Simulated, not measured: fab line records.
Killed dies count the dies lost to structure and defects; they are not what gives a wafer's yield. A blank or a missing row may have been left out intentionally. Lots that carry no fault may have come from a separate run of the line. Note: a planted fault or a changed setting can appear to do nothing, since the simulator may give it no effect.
fab line records | flow rit-cmos
record: lots: 14 wafers: 42 last-day: 7
route steps=202 shown NWELL@36 M1@202
lots that met no fault: taken from a fault-free run of the same line
start-h: hours from the record's first day to the start of the lot's first wafer shown | wait-h: hours since the lot's step before | " identical to the entry in the row above | L1.1+2: several wafers, shown together as one row | - no value present, or no start provided | * or withheld: withheld | < > ~ a bound
route shown NAME@n: NAME is a module with steps in the file, n the number in the route of the first one | usual: the fault-free wafers' mean and standard deviation | same: alike in all rows | chamber/n: place in a boat | sites: each site's reading | _std_site: how widely they spread, as a standard deviation | _edge_site: outer sites' mean less inner sites' | radius-mm: how far each site lies from the wafer's centre | mask NAME#n: copy n | behind: the tool/chamber that last shaped the wafer | hold: the reason the lot was held/the length of the hold in hours/how it ended | device: which transistor (n, p or np) failed to switch | end of line: the same wafers' tests at the end of the route | step lacking rows: just its recipe | killed: the dies lost at the first sort to structure and to defects; this is not the yield of the wafer | map: dies across one wafer; x = killed, . = not, _ = none there
set.NAME: setting as actually run; set.NAME@STEP: the setting as run at that earlier step | model.NAME: the simulator's own value behind a step, which no gauge read
one table for each step of the route and one row for each wafer, over a sample of lots
services: the hour from which a tool's chamber was out of use, counted from the record's first day as start-h (under 0 if before that day), plus the number of hours and why
== steps ==
step: RIT_NWELL_IMPLANT_08
recipe: species: P energy-kev: 170 dose-cm2: 5e+13 tilt-deg: 7
usual: dose-ions-cm2: 4.999e+13/5.7e+10 faraday-current-uA: 159/3.2
same: implant-ion-amu: 31
columns lot.wafer tool chamber start-h wait-h dose-ions-cm2 faraday-current-uA
L420.2 implanter-04 0 29.68 0.2 5.006e+13 164
L420.4 " 0 " " 4.99e+13 162
L420.6 " 0 " " 4.996e+13 152
L421.3 implanter-01 0 29.98 0.2 5.002e+13 158
L421.4 " 0 " " 5.006e+13 162
L421.5 " 0 " " 4.995e+13 154
L422.3 implanter-02 0 37.95 0.2 4.998e+13 156
L422.4 " 0 " " 4.989e+13 154
L422.6 " 0 " " 4.998e+13 157
L423.1 implanter-04 0 39.27 0.2 5.007e+13 161
L423.2 " 0 " " 5e+13 155
L423.3 " 0 " " 5.002e+13 159
L424.1 implanter-04 0 43.11 0.2 4.989e+13 156
L424.4 " 0 " " 5.003e+13 155
L424.5 " 0 " " 5.004e+13 159
L425.1 implanter-02 0 48.94 0.2 5.01e+13 156
L425.3 " 0 " " 5.001e+13 163
L425.5 " 0 " " 5.007e+13 155
L426.3 implanter-04 0 53.84 0.2 5.004e+13 159
L426.4 " 0 " " 5e+13 163
L426.5 " 0 " " 4.997e+13 161
L429.2 implanter-01 0 68.04 0.2 5.004e+13 157
L429.3 " 0 " " 4.996e+13 160
L429.4 " 0 " " 4.999e+13 157
L430.1 implanter-01 0 72.38 0.2 6.495e+13 200
L430.2 " 0 " " 6.502e+13 213
L430.5 " 0 " " 6.497e+13 205
L432.1 implanter-02 0 82.37 0.2 5.007e+13 159
L432.3 " 0 " " 5.002e+13 158
L432.4 " 0 " " 5.007e+13 162
L433.3 implanter-01 0 87.26 0.2 6.498e+13 200
L433.4 " 0 " " 6.511e+13 206
L433.6 " 0 " " 6.506e+13 211
L437.2 implanter-04 0 109.65 0.2 4.99e+13 159
L437.3 " 0 " " 4.997e+13 157
L437.5 " 0 " " 4.998e+13 156
L441.2 implanter-02 0 129.15 0.2 4.997e+13 162
L441.5 " 0 " " 4.998e+13 157
L441.6 " 0 " " 4.999e+13 160
L442.4 implanter-04 0 134.21 0.2 5.002e+13 161
L442.5 " 0 " " 5.005e+13 158
L442.6 " 0 " " 5.002e+13 161
step: RIT_NWELL_TW_MEAS_10
usual: NWELL_TW: 2148/15
columns lot.wafer tool chamber start-h wait-h NWELL_TW
L420.2 film-metro-04 - 29.99 0.1 2119
L420.4 " - " " 2117
L420.6 " - " " 2123
L421.3 film-metro-01 - 30.27 0.1 2157
L421.4 " - " " 2161
L421.5 " - " " 2155
L422.3 film-metro-04 - 38.24 0.1 2121
L422.4 " - " " 2125
L422.6 " - " " 2117
L423.1 film-metro-02 - 39.60 0.1 2120
L423.2 " - " " 2136
L423.3 " - " " 2141
L424.1 film-metro-04 - 43.59 0.1 2128
L424.4 " - " " 2131
L424.5 " - " " 2122
L425.1 film-metro-02 - 49.26 0.1 2153
L425.3 " - " " 2162
L425.5 " - " " 2152
L426.3 film-metro-02 - 54.13 0.1 2154
L426.4 " - " " 2153
L426.5 " - " " 2149
L429.2 film-metro-01 - 68.35 0.1 2167
L429.3 " - " " 2163
L429.4 " - " " 2166
L430.1 film-metro-01 - 72.71 0.1 2345
L430.2 " - " " 2345
L430.5 " - " " 2342
L432.1 film-metro-01 - 82.69 0.1 2148
L432.3 " - " " 2162
L432.4 " - " " 2150
L433.3 film-metro-04 - 87.56 0.1 2316
L433.4 " - " " 2315
L433.6 " - " " 2318
L437.2 film-metro-02 - 109.96 0.1 2152
L437.3 " - " " 2158
L437.5 " - " " 2142
L441.2 film-metro-01 - 129.46 0.1 2148
L441.5 " - " " 2167
L441.6 " - " " 2157
L442.4 film-metro-01 - 134.49 0.1 2136
L442.5 " - " " 2156
L442.6 " - " " 2159
step: RIT_WELLDRIVE_RS_MEAS_01
recipe: thk-meas-gauge: four-point-probe
usual: NWELL_RS: 275.6/0.78
columns lot.wafer tool chamber start-h wait-h NWELL_RS[ohm/sq]
L420.2 film-metro-04 - 39.11 0.0 275.6
L420.4 " - " " 275.2
L420.6 " - " " 274.7
L421.3 film-metro-01 - 39.13 0.0 275.6
L421.4 " - " " 275.5
L421.5 " - " " 275.2
L422.3 film-metro-04 - 45.47 0.0 276.9
L422.4 " - " " 276.5
L422.6 " - " " 276.4
L423.1 film-metro-04 - 47.94 0.0 276.6
L423.2 " - " " 275.8
L423.3 " - " " 274.9
L424.1 film-metro-01 - 52.90 0.0 276.3
L424.4 " - " " 275.8
L424.5 " - " " 276.3
L425.1 film-metro-02 - 56.09 0.0 275.5
L425.3 " - " " 274.5
L425.5 " - " " 274.7
L426.3 film-metro-02 - 62.78 0.0 276.5
L426.4 " - " " 277.6
L426.5 " - " " 277.1
L429.2 film-metro-01 - 75.67 0.0 275.1
L429.3 " - " " 273.5
L429.4 " - " " 273.8
L430.1 film-metro-04 - 81.43 0.0 235.5
L430.2 " - " " 234.9
L430.5 " - " " 235.3
L432.1 film-metro-01 - 90.19 0.0 276.4
L432.3 " - " " 275.3
L432.4 " - " " 275.7
L433.3 film-metro-01 - 95.04 0.0 235.6
L433.4 " - " " 235.2
L433.6 " - " " 235.0
L437.2 film-metro-04 - 117.29 0.0 276.1
L437.3 " - " " 276.3
L437.5 " - " " 275.6
L441.2 film-metro-01 - 137.19 0.0 274.7
L441.5 " - " " 275.6
L441.6 " - " " 274.9
L442.4 film-metro-04 - 142.31 0.1 275.5
L442.5 " - " " 275.2
L442.6 " - " " 274.7
step: RIT_M1_PROBE_99
usual: killed-at-contacts: 0.1/0.23 killed-at-front-end: 6.6/2.8 killed-dies: 6.6/2.8 killed-open: 3.3/2 killed-short: 3.2/1.7
same: gross-dies: 264 killed_at_M0_to_M3: 0 killed_at_M4_up: 0 killed-at-back-side: 0 killed-at-other: 0
columns lot.wafer tool chamber start-h wait-h killed-at-contacts killed-at-front-end killed-dies killed-open killed-short
L441.2 prober-01 - 168.17 0.1 0 5 5 3 2
L441.5 prober-01 - 168.32 0.2 0 7 7 4 3
L441.6 prober-01 - 168.37 0.2 0 10 10 4 6
killed by level:class
L441.2 GATE:geometric-particle:open=2 FOX1:geometric-particle:short=1 SPACER:geometric-particle:open=1 SPACER:geometric-particle:short=1
L441.5 GATE:geometric-particle:open=3 GATE:geometric-particle:short=2 FOX1:geometric-particle:short=1 SPACER:geometric-particle:open=1
L441.6 SPACER:geometric-particle:open=3 GATE:geometric-particle:short=2 FOX1:geometric-particle:short=1 GATE:geometric-particle:open=1 REOX:geometric-particle:short=1 SPACER:geometric-particle:short=1 SILICIDE:geometric-particle:short=1
== services ==
columns tool chamber start-h hours kind
implanter-02 - 50.90 1.8 repair
implanter-04 - 64.07 4.5 pm
implanter-02 - 92.01 0.8 repair
implanter-01 - 99.56 3.5 repair
implanter-04 - 103.79 3.2 pm
implanter-04 - 113.03 1.0 repair
implanter-01 - 120.18 1.3 repair
== key ==
first-sign: step: RIT_NWELL_IMPLANT_08 reading: dose-ions-cm2 direction: up sigmas: 99+ usual: 4.999e+13 struck: 6.502e+13
effect: step: RIT_NWELL_IMPLANT_08 reading: faraday-current-uA direction: up sigmas: 15 usual: 159 struck: 206
effect: step: RIT_NWELL_TW_MEAS_10 reading: NWELL_TW direction: up sigmas: 12 usual: 2148 struck: 2330
effect: step: RIT_WELLDRIVE_RS_MEAS_01 reading: NWELL_RS direction: down sigmas: 52 usual: 275.6 struck: 235.2
met-at RIT_NWELL_IMPLANT_08
struck-lots L430,L433
tester-left-out L430,L433
onset-between 68.04 72.38
fault: kind: process-parameter-drift tool: implanter-01 chamber: - onset-h: 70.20 steps: RIT_NWELL_IMPLANT_08 channel: dose-cm2 offset: 1.5e+13 shape: step end-h: 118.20 acts-in: these-recipes-only stated: 5e+13
tester-left-out: of these lots the tester's yield and bins aren't shown, on N5 and GAA mostly nor the transistor test; their killed dies are dies lost to structure and defects alone, not to doping, threshold or leakage, so they don't give the yield
